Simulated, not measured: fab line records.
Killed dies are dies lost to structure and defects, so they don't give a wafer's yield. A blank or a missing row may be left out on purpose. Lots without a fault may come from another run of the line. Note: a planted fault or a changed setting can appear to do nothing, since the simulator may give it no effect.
Tool commonality check -- flow ritCmos -- 13 lots and 39 wafers in the sample

WHY THIS WAS OPENED
Flagged at RIT_ACTIVE_CD_MEAS_11: reading cdNm, on 1 of 13 lots. Wafers without a fault read 1400.1 nm, standard deviation 1.5.
Rule: a lot gets a flag if all its wafers with a number sit over 4 standard deviations from that mean, or if no wafer of it has a number. The rest of the lots are taken to be sound.

lot,measured,on,"cdNm (nm), wafer by wafer",flag
L540,day 1 14:28,cdSem-01,1398.8 1398.7 1399.1,
L541,day 1 21:07,cdSem-01,1399.4 1399.3 1399.9,
L542,day 2 00:28,cdSem-01,1399.2 1397.6 1399.6,
L543,day 2 06:26,cdSem-01,1403.1 1400.1 1402.2,
L544,day 2 11:43,cdSem-01,1399.3 1400.3 1398.4,
L545,day 2 20:05,cdSem-02,1401.6 1400.4 1401.3,
L546,day 2 21:31,cdSem-02,1398.3 1397.3 1399.6,
L547,day 3 01:30,cdSem-02,1402.5 1400.4 1402.0,
L548,day 3 07:32,cdSem-02,1400.6 1399.9 1399.5,
L552,day 4 05:04,cdSem-02,1550.4 1548.4 1548.0,FLAGGED
L561,day 6 00:13,cdSem-01,1400.0 1400.2 1399.9,
L562,day 6 06:38,cdSem-02,1400.4 1400.7 1399.4,
L563,day 6 10:55,cdSem-02,1401.8 1400.6 1400.7,
Flagged lots average 1548.9 nm: +148.8 nm relative to the usual, that is +99 or more standard deviations.

WHICH TOOL RAN EACH LOT
The record keeps 1 process step preceding the reading, out of 202 steps on the route. Cell contents, in order: the tool; ch with the chambers the sampled wafers went through; the start.
lot,flag,RIT_ACTIVE_EXPOSE_08
L540,,"ilineStepper-02 ch 0, day 1 14:04"
L541,,"ilineStepper-01 ch 0, day 1 20:43"
L542,,"ilineStepper-01 ch 0, day 2 00:04"
L543,,"ilineStepper-01 ch 0, day 2 06:02"
L544,,"ilineStepper-02 ch 0, day 2 11:13"
L545,,"ilineStepper-02 ch 0, day 2 19:41"
L546,,"ilineStepper-02 ch 0, day 2 21:07"
L547,,"ilineStepper-02 ch 0, day 3 01:06"
L548,,"ilineStepper-01 ch 0, day 3 07:08"
L552,FLAGGED,"ilineStepper-02 ch 0, day 4 04:40"
L561,,"ilineStepper-02 ch 0, day 5 23:48"
L562,,"ilineStepper-02 ch 0, day 6 06:14"
L563,,"ilineStepper-02 ch 0, day 6 10:31"
These steps, and what they do:
- RIT_ACTIVE_EXPOSE_08: exposes mask M1, target cd 1400 nm.
- RIT_ACTIVE_CD_MEAS_11: target cd 1400 nm.

FLAGGED AGAINST TOTAL, ONE TOOL AT A TIME (gauges that did the reading follow at the end)
step,tool,lots run,flagged,share of the flagged lots,sound lots run after its first flagged lot
RIT_ACTIVE_EXPOSE_08,ilineStepper-01,4,0,none,-
RIT_ACTIVE_EXPOSE_08,ilineStepper-02,9,1,all,"3 (L561,L562,L563)"
RIT_ACTIVE_CD_MEAS_11,cdSem-01,6,0,none,-
RIT_ACTIVE_CD_MEAS_11,cdSem-02,7,1,all,"2 (L562,L563)"

THE TABLE: WHAT IT ALLOWS
2 rows of the table ran every flagged lot: ilineStepper-02 at RIT_ACTIVE_EXPOSE_08, cdSem-02 at RIT_ACTIVE_CD_MEAS_11.
- ilineStepper-02 at RIT_ACTIVE_EXPOSE_08: 1 of its 9 lots flagged. Sound lots ran on it after the first flagged one (L561, L562, L563), which a lasting fault on the whole tool wouldn't allow.
- cdSem-02 at RIT_ACTIVE_CD_MEAS_11: 1 of its 7 lots flagged. Sound lots ran on it after the first flagged one (L562, L563), which a lasting fault on the whole tool wouldn't allow.
No row of the table ran every flagged lot and no sound lot after the first.

WHAT THE SIMULATOR HAD PUT IN
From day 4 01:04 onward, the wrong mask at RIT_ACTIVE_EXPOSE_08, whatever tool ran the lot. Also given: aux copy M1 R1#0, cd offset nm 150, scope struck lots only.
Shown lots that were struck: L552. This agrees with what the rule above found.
